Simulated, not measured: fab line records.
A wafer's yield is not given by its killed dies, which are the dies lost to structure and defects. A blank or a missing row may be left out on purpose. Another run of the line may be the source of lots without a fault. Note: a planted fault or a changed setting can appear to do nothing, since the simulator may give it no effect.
Which tool was responsible? ; flow berkeley_cmos170 ; 42 wafers from 14 lots sampled at 5 of the route's 331 steps

## WHAT THE GAUGES READ, wafer by wafer
UCB170_SILICIDE_THK_MEAS_03: measures by xrf.
lot;measured;on;SILICIDE_TI_THK (nm)
L585;day 7 00:10;film_metro-02;29.9 30.2 29.9
L586;day 6 23:52;film_metro-03;29.9 30.0 30.0
L590;day 7 14:32;film_metro-04;29.8 30.2 29.7
L589;day 7 13:43;film_metro-04;30.4 30.7 30.4
L592;day 8 01:34;film_metro-03;30.5 30.2 30.4
L591;day 8 01:31;film_metro-02;30.6 30.4 30.0
L594;day 9 03:16;film_metro-02;29.9 30.0 29.9
L598;day 9 20:23;film_metro-03;30.0 30.3 30.1
L601;day 9 20:15;film_metro-02;30.0 29.9 30.6
L600;day 9 20:43;film_metro-02;29.8 30.1 30.4
L602;day 10 17:04;film_metro-04;29.5 29.8 29.7
L605;day 10 17:14;film_metro-03;30.2 30.2 30.2
L606;day 11 14:22;film_metro-04;29.9 29.6 30.0
L608;day 11 19:56;film_metro-04;30.4 30.0 30.4

UCB170_M2_CD_MEAS_90 targets a cd of 700 nm.
lot;measured;on;cd_nm (nm)
L585;day 7 17:15;cd_sem-02;701.2 703.8 703.3
L586;day 7 16:56;cd_sem-02;701.6 701.5 704.0
L590;day 8 09:31;cd_sem-01;698.7 695.7 699.4
L589;day 8 09:07;cd_sem-01;700.0 700.0 695.9
L592;day 8 21:04;cd_sem-02;697.9 698.6 699.0
L591;day 8 19:44;cd_sem-01;695.7 698.4 696.6
L594;day 9 21:08;cd_sem-01;673.8 677.1 674.6
L598;day 10 16:01;cd_sem-01;675.2 675.6 673.2
L601;day 10 15:40;cd_sem-02;697.3 696.8 700.4
L600;day 10 15:27;cd_sem-02;700.1 702.5 699.9
L602;day 11 12:52;cd_sem-02;696.9 700.1 698.0
L605;day 11 09:02;cd_sem-02;695.4 695.3 698.0
L606;day 12 10:48;cd_sem-02;697.6 698.9 698.9
L608;day 12 11:13;cd_sem-01;700.8 697.6 697.6

## WHICH TOOL RAN EACH LOT (tool, then ch and the chambers of the sampled wafers, then the start)
lot;UCB170_GATE_ETCH_15;UCB170_M2_METAL_ETCH_18;UCB170_M2_STRIP_19
L585;rie_si-02 ch 2,3, day 6 07:31;rie_metal-04 ch 0,1, day 7 16:56;plasma_asher-02 ch 0,1, day 7 17:08
L586;rie_si-02 ch 1,2,3, day 6 07:46;rie_metal-02 ch 0, day 7 16:28;plasma_asher-03 ch 0,1, day 7 16:50
L590;rie_si-01 ch 0,1,3, day 6 19:28;rie_metal-03 ch 0,1, day 8 09:15;plasma_asher-01 ch 0,1, day 8 09:24
L589;rie_si-02 ch 0,3, day 6 19:44;rie_metal-04 ch 0,1, day 8 08:50;plasma_asher-02 ch 0,1, day 8 09:01
L592;rie_si-02 ch 2,3, day 7 09:10;rie_metal-02 ch 0, day 8 20:32;plasma_asher-03 ch 1, day 8 20:57
L591;rie_si-01 ch 0,1,2, day 7 09:29;rie_metal-03 ch 0,1, day 8 19:27;plasma_asher-03 ch 0,1, day 8 19:38
L594;rie_si-02 ch 1,2, day 8 08:53;rie_metal-02 ch 0,1, day 9 20:53;plasma_asher-01 ch 0,1, day 9 21:02
L598;rie_si-01 ch 0,1,2, day 9 06:58;rie_metal-02 ch 0,1, day 10 15:43;plasma_asher-01 ch 0,1, day 10 15:54
L601;rie_si-02 ch 0,1,2, day 9 07:04;rie_metal-04 ch 0,1, day 10 15:23;plasma_asher-03 ch 0,1, day 10 15:34
L600;rie_si-02 ch 0,1, day 9 07:16;rie_metal-03 ch 0,1, day 10 15:10;plasma_asher-02 ch 0,1, day 10 15:21
L602;rie_si-01 ch 0,2, day 10 03:27;rie_metal-03 ch 0,1, day 11 12:33;plasma_asher-02 ch 0, day 11 12:44
L605;rie_si-02 ch 0,1, day 10 04:17;rie_metal-04 ch 0, day 11 08:44;plasma_asher-02 ch 1, day 11 08:56
L606;rie_si-02 ch 1,2, day 11 00:46;rie_metal-04 ch 0,1, day 12 10:31;plasma_asher-02 ch 0,1, day 12 10:40
L608;rie_si-01 ch 0,1,3, day 11 04:36;rie_metal-03 ch 0,1, day 12 10:56;plasma_asher-02 ch 0,1, day 12 11:07
- UCB170_GATE_ETCH_15: etches poly-Si in HBr/Cl2, stops on SiO2, time 56.3 s, target depth 278.2 nm.
- UCB170_M2_METAL_ETCH_18: etches Al in Cl2/BCl3, stops on SiO2, target depth 1170 nm, time 195 s.
- UCB170_M2_STRIP_19: strips in O2.

## AS READ BY THE TOOLS THEMSELVES (means over the sampled wafers that have a number; for cases with no such wafer, the mark the record gives instead)
UCB170_GATE_ETCH_15.
lot;tool;drypump_motor_current_A (A);oes_product_au (a.u.);throttle_valve_pct (%)
L585;rie_si-02;6.0;0.822;26.51
L586;rie_si-02;6.0;0.840;26.48
L590;rie_si-01;5.7;0.836;26.43
L589;rie_si-02;6.0;0.826;26.54
L592;rie_si-02;6.0;0.823;26.51
L591;rie_si-01;5.7;0.833;26.39
L594;rie_si-02;5.8;0.842;26.53
L598;rie_si-01;5.7;0.827;26.39
L601;rie_si-02;5.9;0.851;26.55
L600;rie_si-02;6.2;0.851;26.49
L602;rie_si-01;6.0;0.833;26.58
L605;rie_si-02;6.0;0.856;26.59
L606;rie_si-02;5.8;0.833;26.54
L608;rie_si-01;5.7;0.829;26.47

UCB170_M2_METAL_ETCH_18.
lot;tool;drypump_motor_current_A (A);oes_product_au (a.u.);throttle_valve_pct (%)
L585;rie_metal-04;6.0;0.853;24.74
L586;rie_metal-02;5.4;0.859;24.42
L590;rie_metal-03;5.5;0.863;24.56
L589;rie_metal-04;6.1;0.855;24.74
L592;rie_metal-02;5.4;0.858;24.43
L591;rie_metal-03;5.8;0.866;24.27
L594;rie_metal-02;5.6;0.850;24.39
L598;rie_metal-02;6.0;0.868;24.35
L601;rie_metal-04;6.1;0.856;24.74
L600;rie_metal-03;5.8;0.876;24.26
L602;rie_metal-03;5.8;0.870;24.28
L605;rie_metal-04;6.2;0.846;24.73
L606;rie_metal-04;6.1;0.845;24.74
L608;rie_metal-03;5.7;0.862;24.28

UCB170_M2_STRIP_19.
lot;tool;drypump_motor_current_A (A);oes_product_au (a.u.)
L585;plasma_asher-02;5.83;0.541
L586;plasma_asher-03;6.05;0.532
L590;plasma_asher-01;5.51;0.544
L589;plasma_asher-02;5.71;0.542
L592;plasma_asher-03;6.05;0.542
L591;plasma_asher-03;6.07;0.541
L594;plasma_asher-01;5.57;0.307
L598;plasma_asher-01;5.57;0.312
L601;plasma_asher-03;6.08;0.547
L600;plasma_asher-02;5.70;0.540
L602;plasma_asher-02;5.93;0.553
L605;plasma_asher-02;5.58;0.553
L606;plasma_asher-02;5.72;0.538
L608;plasma_asher-02;5.68;0.540

## THE ANSWER, worked out from the rows above alone
Rule: the usual values come from the lots themselves. The widest of any qualifying gaps counts: lots, ordered by their means at a reading, are off when they make up no more than a third of the lots, leave a main group of 4 or more, and stand apart from it by 3 or more times the standard deviation of that group's means. If all means in a main group match to the digits the tables above print for the reading, that group is not used. Also off: a lot with no number at a reading for which 4 or more lots have one. Any other lot the step has rows for is counted as sound. The gauges are gone through in route order, then the tools' own readings, and for those a lot's mean is taken as printed above. At the first step where some lot is off, the reading lying furthest off is the one used; lots without a number count as furthest.
Off: L594, L598, at UCB170_M2_CD_MEAS_90 (cd_nm). The main group: mean 699.0 nm, standard deviation 1.9.
If a tool, at a process step before that reading, ran all the lots that are off and no sound lot after the first of them, it fits. Not tried: the gauges at UCB170_M2_CD_MEAS_90; whatever is off there is also off at UCB170_M2_STRIP_19, on other tools, and gauge error can't account for it. This does not decide it: 2 tools fit, namely rie_metal-02 at UCB170_M2_METAL_ETCH_18 and plasma_asher-01 at UCB170_M2_STRIP_19.

## WHAT THE SIMULATOR PUT IN
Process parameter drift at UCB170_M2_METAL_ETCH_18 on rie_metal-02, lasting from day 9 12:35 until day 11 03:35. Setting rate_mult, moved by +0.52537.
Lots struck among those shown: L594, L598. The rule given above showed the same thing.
